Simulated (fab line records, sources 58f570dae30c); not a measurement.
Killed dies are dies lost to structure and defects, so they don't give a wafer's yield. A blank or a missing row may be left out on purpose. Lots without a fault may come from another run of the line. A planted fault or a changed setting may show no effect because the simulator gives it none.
A struck lot beside a sound one | flow berkeley_cmos170 | 14 steps out of a route of 331
Sound: wafers L503.2, L503.4, L503.5. Struck: wafers L509.1, L509.5, L509.6. The cause comes at the end.
At each step with rows: each side's tool, then ch and its chambers, then its first start. Under that, the readings that differ: sound wafers | struck wafers | difference of the means | sigmas: that difference in standard deviations of wafers without a fault.
alike: readings whose means differ by less than 2 such deviations, and words and numbers that are the same on both sides. not compared: withheld readings, readings that some wafer has no value for, bounds like >300 that may hide the same value, and numbers for which the record gives no deviation and whose values overlap.
The two part at a step that has a row with sigmas, a row that says differs or no value, or rows on one side only. Numbers that don't overlap but have no deviation are shown without sigmas and don't part them. A reading that every wafer of one side lacks parts them only if that side has two wafers or more.

UCB170_GATE_CD_MEAS_12: target cd 350 nm.
  sound on cd_sem-02, day 8 06:26; struck on cd_sem-02, day 9 07:41
  alike: cd_nm
UCB170_GATE_OVL_MEAS_13:
  sound on overlay-02, day 8 06:32; struck on overlay-01, day 9 07:48
  alike: GATE_OVL
UCB170_GATE_ETCH_14: etches BARC in N2/H2.
  sound on rie_diel-03 ch 0,3, day 8 06:34; struck on rie_diel-02 ch 0,1,3, day 9 07:50
  alike: drypump_motor_current_A, h2_flow_sccm, oes_product_au, throttle_valve_pct
UCB170_GATE_ETCH_15: etches poly-Si in HBr/Cl2, stops on SiO2, time 56.3 s, target depth 278.2 nm.
  sound on rie_si-02 ch 2,3, day 8 06:37; struck on rie_si-01 ch 0,2,3, day 9 07:52
  alike: drypump_motor_current_A, oes_product_au, throttle_valve_pct
  not compared: rf_hours_counter_h
UCB170_GATE_STRIP_16: strips in O2.
  sound on plasma_asher-04 ch 0,1, day 8 06:40; struck on plasma_asher-03 ch 0,1, day 9 07:55
  alike: drypump_motor_current_A, oes_product_au
  not compared: rf_hours_counter_h
UCB170_GATE_CD_MEAS_90: target cd 350 nm.
  sound on cd_sem-02, day 8 06:47; struck on cd_sem-01, day 9 08:01
  alike: cd_nm
then, 6 steps without rows for these wafers: UCB170_GATE_CLEAN_17 (cleans in SPM, time 600 s); UCB170_PLDD_HMDS_00 (prime time 60 s); UCB170_PLDD_COAT_01 (resist thk 900 nm); UCB170_PLDD_SOFTBAKE_02 (time 60 s); UCB170_PLDD_EXPOSE_03 (exposes mask PSELECT, target cd 1200 nm); UCB170_PLDD_PEB_04.
UCB170_PLDD_DEVELOP_05: develop time 45 s.
  sound on litho_track-01 ch 0, day 8 08:00; struck on litho_track-01 ch 0, day 9 09:00
  reading              | sound             | struck            | difference | sigmas
  developer_temp_C (C) | 21.34 21.12 21.16 | 21.93 21.80 21.98 | +0.70      | +7
UCB170_PLDD_CD_MEAS_06: target cd 1200 nm.
  sound on cd_sem-01, day 8 08:14; struck on cd_sem-01, day 9 09:18
  alike: cd_nm

WHERE THEY PART
Only at UCB170_PLDD_DEVELOP_05, within this record. Later steps at which nothing parts them and some readings are alike: UCB170_PLDD_CD_MEAS_06.

WHY: what the simulator had put in
Process parameter drift: litho_track-01, from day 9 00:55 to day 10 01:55, at UCB170_PLDD_DEVELOP_05. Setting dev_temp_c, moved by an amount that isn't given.
